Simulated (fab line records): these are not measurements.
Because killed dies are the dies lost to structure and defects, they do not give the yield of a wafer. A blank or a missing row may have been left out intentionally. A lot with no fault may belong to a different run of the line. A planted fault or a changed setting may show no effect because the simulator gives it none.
What tool caused it?	flow berkeley cmos170	7 lots with 21 wafers sampled at 2 steps, on a route of 331 steps

== WHAT EACH GAUGE READ, for each wafer ==
UCB170_M3_CD_MEAS_15: the cd target is 700 nm.
lot	measured	on	cd nm (nm)
L505	day 8 01:01	cd sem-02	700.2 700.3 700.2
L507	day 8 13:43	cd sem-01	699.9 699.7 700.1
L512	day 9 17:34	cd sem-02	700.2 699.7 702.6
L510	day 9 18:23	cd sem-01	700.4 700.6 701.6
L514	day 10 09:39	cd sem-02	809.7 810.8 808.4
L524	day 12 09:24	cd sem-01	701.5 703.3 701.4
L527	day 12 16:29	cd sem-01	700.9 701.7 700.3

== WHICH TOOL RAN EACH LOT (tool, then ch and the chambers of the sampled wafers, then the start) ==
lot	UCB170_M3_PEB_13
L505	litho track-03 ch 0, day 8 00:45
L507	litho track-03 ch 0, day 8 13:14
L512	litho track-03 ch 0, day 9 17:18
L510	litho track-03 ch 0, day 9 18:07
L514	litho track-02 ch 0, day 10 09:23
L524	litho track-04 ch 0, day 12 09:08
L527	litho track-03 ch 0, day 12 16:13
- UCB170_M3_PEB_13

== THE ANSWER, worked out from the rows above alone ==
Rule: usual is defined by the lots themselves. The widest of any qualifying gaps counts: lots, ordered by their means at a reading, are off when they make up no more than a third of the lots, leave a main group of 4 or more, and stand apart from it by 3 or more times the standard deviation of that group's means. A main group whose means are all the same, to the digits that the tables above print for the reading, isn't used. Also off: a lot with no number at a reading for which 4 or more lots have one. All remaining lots with rows at the step are treated as sound.
Off, at UCB170_M3_CD_MEAS_15 on cd nm: L514. The main group: mean 700.8 nm, standard deviation 0.68.
A tool fits if, at a process step before that reading, it ran every lot that is off, and no sound lot after the first of them. Those tools and the gauges at UCB170_M3_CD_MEAS_15 are tried in the same way. This does not decide it: 2 tools fit, namely litho track-02 at UCB170_M3_PEB_13 and cd sem-02 at UCB170_M3_CD_MEAS_15.

== WHAT HAD BEEN PUT IN BY THE SIMULATOR ==
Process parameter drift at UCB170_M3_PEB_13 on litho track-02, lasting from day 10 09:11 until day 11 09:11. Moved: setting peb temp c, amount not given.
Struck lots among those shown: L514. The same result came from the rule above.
